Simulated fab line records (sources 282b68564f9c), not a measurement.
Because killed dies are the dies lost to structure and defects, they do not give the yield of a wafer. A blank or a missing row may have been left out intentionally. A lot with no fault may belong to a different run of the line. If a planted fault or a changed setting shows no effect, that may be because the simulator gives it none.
One fault through the eyes of 2 desks    flow rit_cmos    numbers are kept per desk, each desk with only its own; the story behind them comes last

FOR THE TOOL OWNER'S DESK: litho_track-02
The tool's own readings at RIT_PRETRO_DEVELOP_05 (develop time 68 s): means of the sampled wafers that have a number, for each lot that ran on this tool. The brackets show how far a lot's mean lies from the usual mean; more than 4 standard deviations puts the lot out of limits, marked OUT.
Columns: A = developer_temp_C at RIT_PRETRO_DEVELOP_05, usual 22.99 C
lot   first seen here  A
L196  day 2 06:00      23.01
L200  day 3 02:00      22.94
L202  day 3 12:00      22.95
L205  day 4 04:00      23.03
L207  day 4 15:00      23.98 (+9.9) OUT
L210  day 5 06:00      24.05 (+11) OUT
This desk finds L207, L210 out of limits, L207 being first, at day 4 15:00 (developer_temp_C at RIT_PRETRO_DEVELOP_05). In limits: L196, L200, L202, L205.

FROM THE METROLOGY DESK
What the gauges read for every lot (on any tool): the sampled wafers with a number, averaged. The brackets show how far a lot's mean lies from the usual mean; more than 4 standard deviations puts the lot out of limits, marked OUT.
Columns: A = M1_BOW at RIT_M1_BOW_MEAS_16, usual 17 um
lot   first seen here  A
L196  day 3 08:11      9
L197  day 3 13:26      26
L199  day 4 01:33      13
L200  day 4 04:22      25
L201  day 4 09:11      17
L202  day 4 16:33      20
L204  day 5 04:04      21
L205  day 5 10:50      24
L207  day 5 18:21      22
L209  day 6 08:34      20
L210  day 6 15:23      16
L215  day 7 19:33      27
L217  day 8 01:52      17
L218  day 8 05:49      14
This desk found nothing out of limits on any of the 14 lots.

ALL TOGETHER
The tool owner's desk had the chance to raise an alarm at day 4 15:00 on L207, L210.
Nothing out of limits was seen by the metrology desk.
The metrology desk holds a record of L207, L210, inside its limits.
Of the lots named, all ran RIT_PRETRO_DEVELOP_05 on litho_track-02.

WHAT HAD BEEN PUT IN BY THE SIMULATOR
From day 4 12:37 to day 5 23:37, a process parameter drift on litho_track-02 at RIT_PRETRO_DEVELOP_05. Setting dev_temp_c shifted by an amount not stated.
Lots struck among those shown: L207, L210.
Hours from the fault's start to each desk's first reading out of limits: the tool owner's desk, 2.
